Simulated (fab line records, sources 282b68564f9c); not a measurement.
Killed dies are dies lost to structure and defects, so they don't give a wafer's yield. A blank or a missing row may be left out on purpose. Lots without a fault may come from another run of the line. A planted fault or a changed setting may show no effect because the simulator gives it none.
Which tool did it? | flow rit_cmos | 7 lots, 21 wafers sampled, at 2 steps of a route of 202

WHAT THE GAUGES READ, wafer by wafer
RIT_PWELL_OVL_MEAS_06.
lot  | measured    | on         | PWELL_OVL (nm)
L967 | day 2 02:53 | overlay-02 | -0.7 -0.7 -2.3
L969 | day 2 18:11 | overlay-02 | -1.6 -1.9 -0.2
L971 | day 3 00:57 | overlay-02 | -0.1 -2.0 -0.7
L977 | day 4 05:52 | overlay-02 | -1.3 -0.6 1.1
L984 | day 5 16:15 | overlay-01 | 1.1 0.7 -0.6
L987 | day 6 08:05 | overlay-01 | -0.1 -0.5 -0.9
L989 | day 6 16:52 | overlay-02 | -2.3 -1.6 -0.4

WHICH TOOL RAN EACH LOT (tool, then ch and the chambers of the sampled wafers, then the start)
lot  | RIT_ACTIVE_HARDBAKE_12
L967 | litho_track-04 ch 0, day 1 19:34
L969 | litho_track-02 ch 0, day 2 05:55
L971 | litho_track-03 ch 0, day 2 17:26
L977 | litho_track-03 ch 0, day 3 22:28
L984 | litho_track-04 ch 0, day 5 08:41
L987 | litho_track-02 ch 0, day 5 23:46
L989 | litho_track-04 ch 0, day 6 09:34
- RIT_ACTIVE_HARDBAKE_12: time 60 s.

THE ANSWER, worked out from the rows above alone
Rule: what is usual is taken from the lots themselves. Put in order of their means at a reading, lots are off if they are a third of the lots or fewer, leave a main group of 4 or more, and stand apart from it by a gap of 3 or more times the standard deviation of the main group's means; of several such gaps the widest counts. A main group whose means are all the same, to the digits that the tables above print for the reading, isn't used. A lot without any number at a reading at which 4 lots or more have one is off too. The other lots that the step has rows for count as sound.
No lot is off at any reading shown: from this, nothing can be told.

WHAT THE SIMULATOR HAD PUT IN
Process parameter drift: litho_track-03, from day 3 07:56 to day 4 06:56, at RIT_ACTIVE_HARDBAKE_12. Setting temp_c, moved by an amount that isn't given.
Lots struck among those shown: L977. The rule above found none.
